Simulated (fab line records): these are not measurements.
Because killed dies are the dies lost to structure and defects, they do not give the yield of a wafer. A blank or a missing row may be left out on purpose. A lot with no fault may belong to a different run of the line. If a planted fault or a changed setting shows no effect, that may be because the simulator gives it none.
Which of the tools did it? | flow rit_cmos | 7 lots, 21 wafers sampled, at 2 steps of a route of 202

== WHAT EACH GAUGE READ, for each wafer ==
RIT_PWELL_OVL_MEAS_06.
lot  | measured    | on         | PWELL_OVL (nm)
L105 | day 2 13:38 | overlay-02 | -1.5 0.5 0.3
L110 | day 3 21:13 | overlay-01 | - - -
L112 | day 4 04:46 | overlay-01 | -0.2 0.5 -0.8
L117 | day 5 04:22 | overlay-01 | 0.2 1.3 -0.4
L119 | day 5 14:59 | overlay-01 | 0.5 0.3 1.8
L122 | day 6 06:42 | overlay-01 | 0.9 1.7 0.4
L125 | day 6 17:40 | overlay-02 | 0.4 0.5 0.7

== WHAT TOOL EACH LOT RAN ON (gives the tool, then ch and the chambers of the sampled wafers, and finally the start) ==
lot  | RIT_PWELL_DEVELOP_05
L105 | litho_track-02 ch 0, day 2 13:00
L110 | litho_track-02, day 3 21:00
L112 | litho_track-02 ch 0, day 4 04:00
L117 | litho_track-01 ch 0, day 5 04:00
L119 | litho_track-01 ch 0, day 5 14:00
L122 | litho_track-03 ch 0, day 6 06:00
L125 | litho_track-02 ch 0, day 6 17:00
- RIT_PWELL_DEVELOP_05: develop time 68 s.

== THE ANSWER, worked out from the rows above alone ==
Rule: what is usual is taken from the lots themselves. The widest of any qualifying gaps counts: lots, ordered by their means at a reading, are off when they make up no more than a third of the lots, leave a main group of 4 or more, and stand apart from it by 3 or more times the standard deviation of that group's means. A main group whose means are all the same, to the digits that the tables above print for the reading, isn't used. Also off: a lot with no number at a reading for which 4 or more lots have one. All remaining lots with rows at the step are treated as sound.
Off: at RIT_PWELL_OVL_MEAS_06 (PWELL_OVL), L110. Without a number there: L110. The main group: mean 0.4 nm, standard deviation 0.47.
If a tool, at a process step before that reading, ran all the lots that are off and no sound lot after the first of them, it fits. Those tools and the gauges at RIT_PWELL_OVL_MEAS_06 are tried in the same way. No candidate that was tried fits.

== WHAT THE SIMULATOR PUT IN ==
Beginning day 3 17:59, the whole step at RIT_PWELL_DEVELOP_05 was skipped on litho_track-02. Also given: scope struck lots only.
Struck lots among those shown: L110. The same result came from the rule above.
